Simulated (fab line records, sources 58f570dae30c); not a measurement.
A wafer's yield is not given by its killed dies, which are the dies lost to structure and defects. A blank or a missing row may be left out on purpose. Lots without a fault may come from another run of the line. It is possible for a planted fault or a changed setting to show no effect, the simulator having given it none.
Which tool did it? || flow berkeley_cmos170 || 18 wafers from 6 lots sampled at 2 of the route's 331 steps

WHAT THE GAUGES SHOWED, per wafer
UCB170_M3_CD_MEAS_90 targets a cd of 700 nm.
{"lot": "L718", "measured": "day 9 04:26", "on": "cd_sem-02", "cd_nm (nm)": "693.5 697.5 693.6"}
{"lot": "L720", "measured": "day 9 22:59", "on": "cd_sem-02", "cd_nm (nm)": "701.0 698.2 702.5"}
{"lot": "L729", "measured": "day 11 01:25", "on": "cd_sem-02", "cd_nm (nm)": "692.2 695.8 696.6"}
{"lot": "L731", "measured": "day 12 00:22", "on": "cd_sem-01", "cd_nm (nm)": "697.5 700.8 695.9"}
{"lot": "L735", "measured": "day 12 11:14", "on": "cd_sem-02", "cd_nm (nm)": "698.3 697.6 695.5"}
{"lot": "L739", "measured": "day 13 04:42", "on": "cd_sem-02", "cd_nm (nm)": "699.7 701.0 695.4"}

EACH LOT AND THE TOOL THAT RAN IT (in order: tool; ch and the chambers of the sampled wafers; start)
{"lot": "L718", "UCB170_M3_ETCH_17": "rie_diel-04 ch 0,2,3, day 9 04:06"}
{"lot": "L720", "UCB170_M3_ETCH_17": "rie_diel-04 ch 0,1,2, day 9 22:39"}
{"lot": "L729", "UCB170_M3_ETCH_17": "rie_diel-04 ch 0,1,3, day 11 01:05"}
{"lot": "L731", "UCB170_M3_ETCH_17": "rie_diel-01 ch 0,1, day 12 00:00"}
{"lot": "L735", "UCB170_M3_ETCH_17": "rie_diel-03 ch 1,3, day 12 10:40"}
{"lot": "L739", "UCB170_M3_ETCH_17": "rie_diel-01 ch 1,3, day 13 04:21"}
- UCB170_M3_ETCH_17: etches BARC in N2/H2.

THE ANSWER, worked out from the rows above alone
Rule: the usual values come from the lots themselves. Put in order of their means at a reading, lots are off if they are a third of the lots or fewer, leave a main group of 4 or more, and stand apart from it by a gap of 3 or more times the standard deviation of the main group's means; of several such gaps the widest counts. A main group is skipped when, at the precision printed for the reading in the tables above, its means are all equal. Also off: a lot with no number at a reading for which 4 or more lots have one. Where the step has rows for the other lots, those lots are counted as sound.
No lot is off at any reading shown: from this, nothing can be told.

WHAT THE SIMULATOR PUT IN
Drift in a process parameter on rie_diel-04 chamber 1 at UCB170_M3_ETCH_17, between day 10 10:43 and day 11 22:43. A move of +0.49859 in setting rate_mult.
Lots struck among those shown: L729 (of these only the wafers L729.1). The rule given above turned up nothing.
